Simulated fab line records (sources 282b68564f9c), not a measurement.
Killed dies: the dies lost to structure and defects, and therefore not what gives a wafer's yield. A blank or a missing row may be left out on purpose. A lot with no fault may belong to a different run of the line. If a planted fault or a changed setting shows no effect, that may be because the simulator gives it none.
2 desks, one fault + flow rit-cmos + what lay behind the numbers comes last; until then each desk has only its own

== AT THE TOOL OWNER'S DESK: litho-track-01 ==
At RIT_PSD_SOFTBAKE_02 (time 60 s), the tool's own readings, given per lot that ran on this tool as the mean of the sampled wafers with a number. A lot is out of limits, marked OUT, if its mean lies more than 4 standard deviations from the usual mean; the brackets give that distance.
Columns: A = heater-power-total-W at RIT_PSD_SOFTBAKE_02, usual 34.56 W; B = plate-temp-C at RIT_PSD_SOFTBAKE_02, usual 90.01 C
| lot  | first seen here | A               | B               |
|------|-----------------|-----------------|-----------------|
| L233 | day 3 20:29     | 34.57           | 90.07           |
| L246 | day 7 04:16     | 37.10 (+49) OUT | 94.53 (+35) OUT |
| L249 | day 7 19:56     | 37.09 (+49) OUT | 94.60 (+35) OUT |
This desk's finding: out of limits on L246, L249; first on L246, day 7 04:16 (heater-power-total-W at RIT_PSD_SOFTBAKE_02). L233 stayed within limits.

== METROLOGY DESK ==
Means of the sampled wafers that have a number, per lot and without regard to the tool the lot ran on: this is what the gauges read. A lot is out of limits, marked OUT, if its mean lies more than 4 standard deviations from the usual mean; the brackets give that distance.
Columns: A = NSD_OVL at RIT_NSD_OVL_MEAS_06, usual -0.4 nm; B = NSD_TW at RIT_NSD_TW_MEAS_10, usual 3126; C = PSD_OVL at RIT_PSD_OVL_MEAS_06, usual 0.2 nm
| lot  | first seen here | A    | B    | C    |
|------|-----------------|------|------|------|
| L233 | day 3 19:34     | -0.7 | 3152 | 0.3  |
| L238 | day 4 17:10     | -0.3 | 3117 | 1.0  |
| L246 | day 7 03:23     | -3.6 | 3180 | -0.6 |
| L249 | day 7 18:54     | -1.2 | 3098 | -1.4 |
| L251 | day 8 07:08     | -0.8 | 3106 | 1.3  |
| L253 | day 8 12:52     | 0.1  | 3164 | 0.8  |
Result from this desk: across the 6 lots, nothing is out of limits.

== TAKEN TOGETHER ==
At day 7 04:16, on L246, L249, the tool owner's desk was in a position to raise an alarm.
Metrology desk: nothing out of limits seen.
The metrology desk has L246, L249 on record, within its limits.
On litho-track-01, each named lot ran RIT_PSD_SOFTBAKE_02.

== WHAT THE SIMULATOR HAD PUT IN ==
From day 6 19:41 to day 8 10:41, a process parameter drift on litho-track-01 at RIT_PSD_SOFTBAKE_02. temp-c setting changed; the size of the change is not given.
Shown lots that were struck: L246, L249.
Each desk's first reading out of limits, in hours after the fault started: the tool owner's desk, 9.
